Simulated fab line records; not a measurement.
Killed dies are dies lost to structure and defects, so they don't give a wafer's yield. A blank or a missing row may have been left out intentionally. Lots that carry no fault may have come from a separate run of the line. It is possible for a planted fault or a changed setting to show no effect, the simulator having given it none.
Tool commonality check    flow berkeleyCmos170    14 lots, 42 wafers sampled

== REASON FOR OPENING ==
Of 14 lots, 2 have the reading NSD_TW flagged at UCB170_NSD_TW_MEAS_10. Fault-free wafers read 4176, with a standard deviation of 20.
Rule: a lot gets a flag if all its wafers with a number sit over 4 standard deviations from that mean, or if no wafer of it has a number. The other lots count as sound.

lot   measured      on            NSD_TW, wafer by wafer  flag
L698  day 6 17:58   filmMetro-04  4196 4178 4182          
L701  day 7 07:01   filmMetro-03  4206 4176 4159          
L703  day 7 17:04   filmMetro-03  4367 4342 4345          FLAGGED
L702  day 7 21:17   filmMetro-02  4202 4184 4204          
L704  day 7 21:53   filmMetro-04  4315 4323 4346          FLAGGED
L713  day 9 19:52   filmMetro-03  4135 4151 4152          
L712  day 10 04:31  filmMetro-04  4172 4179 4168          
L714  day 10 20:53  filmMetro-02  4179 4190 4170          
L715  day 10 21:11  filmMetro-04  4149 4175 4167          
L717  day 10 21:40  filmMetro-02  4180 4200 4201          
L716  day 10 21:53  filmMetro-03  4186 4162 4170          
L718  day 10 22:10  filmMetro-02  4174 4169 4180          
L719  day 11 14:23  filmMetro-04  4184 4204 4185          
L720  day 11 14:31  filmMetro-03  4156 4152 4152          
Average over the flagged lots: 4340; offset from the usual +164, equal to +8 standard deviations.

== LOT BY LOT: THE TOOL USED ==
The record holds 2 process steps before the reading, out of a route of 331 steps. Cell contents, in order: the tool; ch with the chambers the sampled wafers went through; the start.
lot   flag     UCB170_NSD_IMPLANT_08            UCB170_NSD_STRIP_09
L698           implanter-01 ch 0, day 6 17:43   plasmaAsher-04 ch 0,1, day 6 17:52
L701           implanter-04 ch 0, day 7 06:47   plasmaAsher-04 ch 0,1, day 7 06:55
L703  FLAGGED  implanter-01 ch 0, day 7 16:49   plasmaAsher-04 ch 0,1, day 7 16:58
L702           implanter-04 ch 0, day 7 21:03   plasmaAsher-04 ch 0,1, day 7 21:11
L704  FLAGGED  implanter-01 ch 0, day 7 21:40   plasmaAsher-04 ch 0,1, day 7 21:48
L713           implanter-04 ch 0, day 9 19:38   plasmaAsher-01 ch 0, day 9 19:46
L712           implanter-04 ch 0, day 10 04:16  plasmaAsher-01 ch 0,1, day 10 04:25
L714           implanter-01 ch 0, day 10 20:38  plasmaAsher-02 ch 0,1, day 10 20:47
L715           implanter-02 ch 0, day 10 20:59  plasmaAsher-01 ch 0,1, day 10 21:05
L717           implanter-04 ch 0, day 10 21:26  plasmaAsher-04 ch 0,1, day 10 21:34
L716           implanter-01 ch 0, day 10 21:40  plasmaAsher-01 ch 0,1, day 10 21:47
L718           implanter-02 ch 0, day 10 21:55  plasmaAsher-04 ch 0,1, day 10 22:04
L719           implanter-02 ch 0, day 11 14:08  plasmaAsher-02 ch 0,1, day 11 14:17
L720           implanter-04 ch 0, day 11 14:16  plasmaAsher-01 ch 0,1, day 11 14:24
These steps, and what they do:
- UCB170_NSD_IMPLANT_08
- UCB170_NSD_STRIP_09: strips in O2.
- UCB170_NSD_TW_MEAS_10

== FLAGGED AGAINST TOTAL, ONE TOOL AT A TIME (gauges that did the reading follow at the end) ==
step                   tool            lots run  flagged  share of the flagged lots  sound lots run after its first flagged lot
UCB170_NSD_IMPLANT_08  implanter-01    5         2        all                        2 (L714,L716)
UCB170_NSD_IMPLANT_08  implanter-02    3         0        none                       -
UCB170_NSD_IMPLANT_08  implanter-04    6         0        none                       -
UCB170_NSD_STRIP_09    plasmaAsher-01  5         0        none                       -
UCB170_NSD_STRIP_09    plasmaAsher-02  2         0        none                       -
UCB170_NSD_STRIP_09    plasmaAsher-04  7         2        all                        3 (L702,L717,L718)
UCB170_NSD_TW_MEAS_10  filmMetro-02    4         0        none                       -
UCB170_NSD_TW_MEAS_10  filmMetro-03    5         1        some                       3 (L713,L716,L720)
UCB170_NSD_TW_MEAS_10  filmMetro-04    5         1        some                       3 (L712,L715,L719)

== THE TABLE: WHAT IT ALLOWS ==
Rows of the table that ran all the flagged lots, 2 in number: implanter-01 at UCB170_NSD_IMPLANT_08; plasmaAsher-04 at UCB170_NSD_STRIP_09.
- implanter-01 at UCB170_NSD_IMPLANT_08 ran 5 lots, 2 of them flagged. Sound lots ran on it after the first flagged one (L714, L716), which a lasting fault on the whole tool wouldn't allow. Its own readings (beamOnS, doseIonsCm2, faradayCurrentUA) fall more than 4 standard deviations out on all wafers of the flagged lots.
- plasmaAsher-04 at UCB170_NSD_STRIP_09 ran 7 lots, 2 of them flagged. Sound lots ran on it after the first flagged one (L702, L717, L718), which a lasting fault on the whole tool wouldn't allow. Its own readings (oesProductAu, stripTimeToEndpointS) fall more than 4 standard deviations out on all wafers of the flagged lots.
None of the table's rows ran every flagged lot and, after the first, no sound lot.

== WHAT THE SIMULATOR HAD PUT IN ==
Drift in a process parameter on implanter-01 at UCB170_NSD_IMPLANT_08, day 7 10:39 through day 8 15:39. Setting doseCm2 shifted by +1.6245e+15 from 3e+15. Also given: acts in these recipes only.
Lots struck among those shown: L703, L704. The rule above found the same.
